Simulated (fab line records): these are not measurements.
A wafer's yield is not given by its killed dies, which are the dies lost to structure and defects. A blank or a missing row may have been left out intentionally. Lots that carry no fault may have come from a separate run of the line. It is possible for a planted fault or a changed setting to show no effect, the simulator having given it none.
Split-lot study ; flow berkeley cmos170 ; route with 331 steps; 5 lots, 27 wafers read

== THE SPLIT ITSELF ==
At UCB170_SPACER_CVD_00 (deposits SiO2 from TEOS/O2, target thk 376 nm, time 47 s), the setting time s was moved away from the recipe's 47 s on 12 of the 27 wafers read, by -30.0% to +47.1%. This setting was run at the recipe's value on the other wafers.

Split to reading: the file shows no intervening step.

== THE READING ==
SPACER_TEOS_THK (nm), taken at UCB170_SPACER_THK_MEAS_01. A value of 380 nm with a standard deviation of 4.9 nm is what fault-free wafers of this fab line usually give.

wafer;tool, chamber at the split;time s as run, s;against the recipe;SPACER_TEOS_THK, nm;against lot-mates on the recipe
L077.1;pecvd-04, 2;32.88;-30.0%;266;-118
L077.2;pecvd-04, 0;32.88;-30.0%;264;-120
L077.3;pecvd-04, 1;32.88;-30.0%;268;-116
L077.4;pecvd-04, 1;47;recipe;386;-
L077.5;pecvd-04, 2;47;recipe;382;-
L077.6;pecvd-04, 0;47;recipe;383;-
L078.1;pecvd-03, 2;63.73;+35.6%;507;+130
L078.2;pecvd-03, 1;47;recipe;379;-
L078.3;pecvd-03, 0;63.73;+35.6%;502;+125
L078.4;pecvd-03, 0;47;recipe;371;-
L078.5;pecvd-03, 1;47;recipe;382;-
L078.6;pecvd-03, 2;63.73;+35.6%;519;+142
L081.1;pecvd-04, 2;47;recipe;373;-
L081.2;pecvd-04, 0;47;recipe;375;-
L081.4;pecvd-04, 2;47;recipe;383;-
L083.1;pecvd-04, 0;47;recipe;380;-
L083.2;pecvd-04, 1;47;recipe;375;-
L083.3;pecvd-04, 2;47;recipe;377;-
L083.4;pecvd-04, 0;34.9;-25.7%;290;-87
L083.5;pecvd-04, 1;34.9;-25.7%;287;-90
L083.6;pecvd-04, 2;34.9;-25.7%;283;-94
L084.1;pecvd-01, 1;69.15;+47.1%;551;+175
L084.2;pecvd-01, 0;47;recipe;372;-
L084.3;pecvd-01, 2;47;recipe;380;-
L084.4;pecvd-01, 1;69.15;+47.1%;562;+186
L084.5;pecvd-01, 2;69.15;+47.1%;568;+192
L084.6;pecvd-01, 0;47;recipe;375;-

FIT RESULTS
A straight line over all 27 wafers: SPACER_TEOS_THK changes by +3.75 nm for each +1% of time s; r = +1.00; the points scatter about the line by 5.6 nm.
The same after taking each lot's own level away (the mean of its wafers on the recipe; 27 wafers): +3.81 nm for each +1%; r = +1.00; scatter 5.7 nm.
According to that fit, moving time s by its largest amount changes the reading by 1.8e+02 nm.
The span of the lots' own levels, 375.7 to 383.7 nm, comes to 1.6 times the standard deviation stated above.
The two slopes agree, so the slope changes little with the lot-to-lot level.
Check: with one of the wafers moved furthest among these (+47.1%) left out of the fit, the line predicts +181 nm for it against its lot-mates. It came out at +175 nm against them.

== OTHER SPLITS APPLIED TO THESE WAFERS ==
Note: prior to the reading, these wafers also went through further splits. Each is held against what the fit with the lots' levels taken away leaves over:
other split on the same wafers;wafers away from the commonest value;r with SPACER_TEOS_THK (lot level and that fit taken away)
UCB170_NWELL_ETCH_13 time s;12;-0.18
UCB170_SACOX_OXIDATION_01 ox time s;12;+0.32

== THE WHOLE CHAIN: every reading that the file lists as answering this split, in the file's order ==
step;what it does;reading;change (the file's fit);r (the file's)
UCB170_SPACER_CVD_00;deposits SiO2 from TEOS/O2, target thk 376 nm, time 47 s;SiO2_of_SPACER_CVD_00.thk nm (the simulator's own value, which no gauge read);+3.82 nm for each +1% of the setting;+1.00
UCB170_SPACER_THK_MEAS_01;;SPACER_TEOS_THK;+3.82 for each +1% of the setting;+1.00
UCB170_SPACER_ETCHBACK_03;etches SiO2 in CHF3/CF4/Ar, stops on Si, target depth 376 nm, time 100 s;etch.depth nm (the simulator's own value, which no gauge read);not straight: 268.1 at the lowest setting, 377.7 at the recipe, 425.8 at the highest;not given
UCB170_M3_PROBE_99;;etest.pldd.line ohm um (the simulator's own value, which no gauge read);not straight: 145.2 at the lowest setting, 1768 at the recipe, 1825 at the highest;not given
UCB170_M3_PROBE_99;;etest.nldd.line ohm um (the simulator's own value, which no gauge read);not straight: 125.6 at the lowest setting, 1242 at the recipe, 1251 at the highest;not given
UCB170_M3_PROBE_99;;etest.pldd.rs ohm sq (the simulator's own value, which no gauge read);not straight: 92.72 at the lowest setting, 1098 at the recipe, 1118 at the highest;not given

== THE FILE'S OWN FIT ==
SPACER_TEOS_THK changes by +3.82 nm for each +1% of time s, r = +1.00.
